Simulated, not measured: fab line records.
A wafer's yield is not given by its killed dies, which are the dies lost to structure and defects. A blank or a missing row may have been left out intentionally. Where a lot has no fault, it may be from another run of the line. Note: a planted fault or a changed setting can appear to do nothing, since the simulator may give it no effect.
The tool behind it: which one?	flow berkeley cmos170	42 wafers from 14 lots sampled at 5 of the route's 331 steps

== WHAT EACH GAUGE READ, for each wafer ==
UCB170_NWELL_THK_MEAS_02. Usual: for NWELL_OXIDE_THK the level is 26.1 nm and the standard deviation is 0.45.
lot	measured	on	NWELL_OXIDE_THK (nm)	flag
L488	day 1 23:05	film metro-03	26.1 25.8 25.9	
L489	day 2 03:19	film metro-03	25.1 25.2 25.5	
L492	day 2 22:38	film metro-02	26.4 26.6 27.1	
L493	day 2 22:40	film metro-01	26.5 26.7 26.5	
L494	day 3 05:25	film metro-01	25.6 26.1 26.0	
L498	day 4 02:13	film metro-01	26.3 26.3 26.2	
L500	day 4 14:09	film metro-02	26.3 26.3 25.8	
L502	day 5 01:37	film metro-03	25.6 25.7 25.6	
L503	day 5 07:04	film metro-03	26.2 26.0 26.1	
L504	day 5 07:04	film metro-01	26.0 26.4 26.3	
L506	day 5 16:56	film metro-02	25.8 26.1 26.2	
L508	day 6 01:38	film metro-01	26.0 25.6 25.4	
L509	day 6 08:43	film metro-03	26.7 26.6 26.3	
L510	day 6 13:44	film metro-01	26.8 26.8 27.3	

UCB170_NVT_TW_MEAS_09. Usual: for NVT_TW the level is 521 and the standard deviation is 3.5.
lot	measured	on	NVT_TW	flag
L488	day 5 10:47	film metro-01	525 524 523	
L489	day 5 10:56	film metro-02	521 523 522	
L492	day 6 11:35	film metro-01	521 523 524	
L493	day 6 11:19	film metro-03	521 518 519	
L494	day 6 17:26	film metro-03	519 518 520	
L498	day 7 18:02	film metro-01	521 518 522	
L500	day 8 05:40	film metro-02	523 524 524	
L502	day 8 13:32	film metro-03	518 514 514	
L503	day 8 13:16	film metro-02	525 522 522	
L504	day 8 13:15	film metro-03	515 516 516	
L506	day 8 23:03	film metro-01	521 518 521	
L508	day 9 19:25	film metro-01	526 523 523	
L509	day 10 00:06	film metro-02	523 522 520	
L510	day 10 07:37	film metro-01	523 521 520	

UCB170_SDANNEAL_RS_MEAS_04: measurement is done with a four-point probe. Usual: for PLDD_RS the level is 1032.5 ohm/sq and the standard deviation is 2.4.
lot	measured	on	PLDD_RS (ohm/sq)	flag
L488	day 6 17:18	film metro-04	1029.7 1032.3 1032.1	
L489	day 6 17:49	film metro-01	1030.6 1031.2 1030.0	
L492	day 7 17:05	film metro-04	1034.6 1035.4 1036.2	
L493	day 7 17:17	film metro-03	1033.0 1034.9 1033.0	
L494	day 8 00:29	film metro-03	1029.0 1033.4 1032.5	
L498	day 9 05:53	film metro-04	1032.2 1039.0 1035.7	
L500	day 9 13:41	film metro-03	1030.1 1027.4 1027.7	
L502	day 9 16:52	film metro-04	977.3 977.0 979.5	OFF
L503	day 9 17:15	film metro-01	1033.4 1033.3 1033.4	
L504	day 9 17:22	film metro-03	1030.5 1032.7 1034.2	
L506	day 10 04:00	film metro-03	979.1 976.7 980.5	OFF
L508	day 11 02:43	film metro-01	1030.5 1032.3 1032.1	
L509	day 11 04:46	film metro-03	1034.0 1036.1 1031.7	
L510	day 11 12:23	film metro-01	1029.8 1028.0 1032.0	

== WHICH TOOL RAN EACH LOT (tool, then ch and the chambers of the sampled wafers, then the start) ==
lot	UCB170_PWELL_STRIP_16	UCB170_PLDD_IMPLANT_08
L488	plasma asher-02 ch 0,1, day 2 23:38	implanter-03 ch 0, day 6 04:24
L489	plasma asher-04 ch 0,1, day 3 05:17	implanter-01 ch 0, day 6 04:31
L492	plasma asher-03 ch 0,1, day 4 01:01	implanter-03 ch 0, day 7 05:08
L493	plasma asher-04 ch 0,1, day 4 01:08	implanter-02 ch 0, day 7 05:04
L494	plasma asher-03 ch 0,1, day 4 07:01	implanter-03 ch 0, day 7 09:17
L498	plasma asher-03 ch 0,1, day 5 09:35	implanter-02 ch 0, day 8 12:45
L500	plasma asher-02 ch 0,1, day 5 17:45	implanter-01 ch 0, day 8 21:55
L502	plasma asher-04 ch 1, day 6 05:05	implanter-03 ch 0, day 9 05:32
L503	plasma asher-03 ch 0,1, day 6 04:59	implanter-02 ch 0, day 9 05:39
L504	plasma asher-03 ch 0,1, day 6 05:21	implanter-01 ch 0, day 9 05:32
L506	plasma asher-04 ch 0,1, day 6 18:13	implanter-03 ch 0, day 9 14:32
L508	plasma asher-04 ch 0,1, day 7 02:15	implanter-01 ch 0, day 10 12:47
L509	plasma asher-02 ch 0,1, day 7 09:28	implanter-02 ch 0, day 10 16:51
L510	plasma asher-04 ch 0,1, day 7 14:49	implanter-02 ch 0, day 11 00:45
- UCB170_PWELL_STRIP_16: strips in O2.
- UCB170_PLDD_IMPLANT_08

== AS READ BY THE TOOLS THEMSELVES (means over the sampled wafers that have a number; for cases with no such wafer, the mark the record gives instead) ==
UCB170_PWELL_STRIP_16. Usual: drypump motor current A 5.7 A, standard deviation 0.34; oes product au 0.721 a.u., standard deviation 0.0044; strip time to endpoint s 18.13 s, standard deviation 0.089.
lot	tool	drypump motor current A (A)	oes product au (a.u.)	strip time to endpoint s (s)	flag
L488	plasma asher-02	5.8	0.718	18.08	
L489	plasma asher-04	6.0	0.725	18.13	
L492	plasma asher-03	5.4	0.721	17.99	
L493	plasma asher-04	6.0	0.721	18.05	
L494	plasma asher-03	5.4	0.718	18.10	
L498	plasma asher-03	5.4	0.720	18.13	
L500	plasma asher-02	5.8	0.721	18.06	
L502	plasma asher-04	6.1	0.724	18.11	
L503	plasma asher-03	5.3	0.721	18.08	
L504	plasma asher-03	5.4	0.720	18.19	
L506	plasma asher-04	5.9	0.724	18.05	
L508	plasma asher-04	6.0	0.724	18.04	
L509	plasma asher-02	5.8	0.718	18.22	
L510	plasma asher-04	6.0	0.721	18.07	

UCB170_PLDD_IMPLANT_08. Usual: dose ions cm2 5e+13, standard deviation 5.1e+10; faraday current uA 158, standard deviation 3.2.
lot	tool	dose ions cm2	faraday current uA	flag
L488	implanter-03	5e+13	158	
L489	implanter-01	5e+13	154	
L492	implanter-03	5e+13	159	
L493	implanter-02	5e+13	156	
L494	implanter-03	5e+13	157	
L498	implanter-02	5e+13	159	
L500	implanter-01	5e+13	161	
L502	implanter-03	6e+13	181	OFF
L503	implanter-02	5e+13	156	
L504	implanter-01	5e+13	159	
L506	implanter-03	6e+13	182	OFF
L508	implanter-01	5e+13	155	
L509	implanter-02	5e+13	159	
L510	implanter-02	5e+13	160	

== THE ANSWER, worked out from the rows above alone ==
Rule: a lot counts as off when the mean over its wafers that have a number is more than 3 standard deviations away from the usual mean. A lot without any number at a reading at which 4 lots or more have one is off too. Any other lot the step has rows for is counted as sound. The gauges are gone through in route order, then the tools' own readings, and for those a lot's mean is taken as printed above. The first step at which some lot is off is used, and at that step the reading that is off furthest; a lot without a number counts as furthest.
Off: at UCB170_SDANNEAL_RS_MEAS_04 (PLDD_RS), L502, L506.
If a tool, at a process step before that reading, ran all the lots that are off and no sound lot after the first of them, it fits. Not tried: the gauges at UCB170_SDANNEAL_RS_MEAS_04; whatever is off there is also off at UCB170_PLDD_IMPLANT_08, on other tools, and gauge error can't account for it. One candidate fits, namely implanter-03 at UCB170_PLDD_IMPLANT_08. A fault onset in the window from L494 (day 7 09:17, its last sound lot) to L502 (day 9 05:32, its first lot off) fits.
The tool's own readings at UCB170_PLDD_IMPLANT_08 bear it out: on the lots that are off they differ by more than 5 times the standard deviation of the sound lots' means. dose ions cm2 reads 6e+13 there against 5e+13 on the sound lots; faraday current uA reads 182 there against 158 on the sound lots.

== WHAT WAS PUT IN BY THE SIMULATOR ==
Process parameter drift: implanter-03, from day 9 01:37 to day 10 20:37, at UCB170_PLDD_IMPLANT_08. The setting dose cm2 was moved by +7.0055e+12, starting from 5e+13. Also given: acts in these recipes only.
Struck lots among those shown: L502, L506. The same result came from the rule above.
